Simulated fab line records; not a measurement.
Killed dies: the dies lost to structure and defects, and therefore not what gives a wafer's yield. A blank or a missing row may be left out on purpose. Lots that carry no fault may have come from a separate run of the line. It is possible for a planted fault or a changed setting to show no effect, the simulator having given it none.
Which tool is to blame? -- flow berkeley cmos170 -- 6 lots, 16 wafers sampled, at 3 steps of a route of 331

== WHAT THE GAUGES READ, wafer by wafer ==
UCB170_M1_RS_MEAS_01: uses a four-point probe to measure.
lot,measured,on,M1_AL_RS (ohm/sq)
L144,day 8 18:29,film metro-04,0.0488 0.0484 0.0483
L147,day 9 09:47,film metro-04,0.0483 0.0483 0.0475
L154,day 10 17:16,film metro-02,0.0327
L155,day 10 19:59,film metro-03,0.0483 0.0484 0.0488
L158,day 11 22:45,film metro-02,0.0488 0.0489 0.0487
L159,day 12 15:44,film metro-03,0.0483 0.0486 0.0488

== WHICH TOOL RAN EACH LOT (tool, then ch and the chambers of the sampled wafers, then the start) ==
lot,UCB170_PLDD_STRIP_10,UCB170_M1_SPUTTER_00
L144,"plasma asher-03 ch 0,1, day 7 21:21","pvd sputter-01, day 8 18:22"
L147,"plasma asher-03 ch 0,1, day 8 13:23","pvd sputter-03, day 9 09:44"
L154,"plasma asher-01 ch 0, day 9 21:39","pvd sputter-03, day 10 17:10"
L155,"plasma asher-03 ch 0,1, day 9 22:07","pvd sputter-04, day 10 19:53"
L158,"plasma asher-01 ch 0,1, day 11 03:29","pvd sputter-04, day 11 22:40"
L159,"plasma asher-02 ch 0,1, day 11 15:11","pvd sputter-04, day 12 15:40"
- UCB170_PLDD_STRIP_10: strips in O2.
- UCB170_M1_SPUTTER_00: material Al, target thk 600 nm, time 80 s.

== THE ANSWER, worked out from the rows above alone ==
Rule: the lots themselves supply what counts as usual. The widest of any qualifying gaps counts: lots, ordered by their means at a reading, are off when they make up no more than a third of the lots, leave a main group of 4 or more, and stand apart from it by 3 or more times the standard deviation of that group's means. A main group is skipped when, at the precision printed for the reading in the tables above, its means are all equal. Also off: a lot with no number at a reading for which 4 or more lots have one. Any other lot the step has rows for is counted as sound.
Off: L154, seen at UCB170_M1_RS_MEAS_01 (M1_AL_RS). The main group has a mean of 0.0485 ohm/sq with a standard deviation of 0.00025.
If a tool, at a process step before that reading, ran all the lots that are off and no sound lot after the first of them, it fits. Gauges at UCB170_M1_RS_MEAS_01: tried the same way as those tools. One candidate fits, namely pvd sputter-03 at UCB170_M1_SPUTTER_00. A fault onset in the window from L147 (day 9 09:44, its last sound lot) to L154 (day 10 17:10, its first lot off) fits.

== WHAT WAS PUT IN BY THE SIMULATOR ==
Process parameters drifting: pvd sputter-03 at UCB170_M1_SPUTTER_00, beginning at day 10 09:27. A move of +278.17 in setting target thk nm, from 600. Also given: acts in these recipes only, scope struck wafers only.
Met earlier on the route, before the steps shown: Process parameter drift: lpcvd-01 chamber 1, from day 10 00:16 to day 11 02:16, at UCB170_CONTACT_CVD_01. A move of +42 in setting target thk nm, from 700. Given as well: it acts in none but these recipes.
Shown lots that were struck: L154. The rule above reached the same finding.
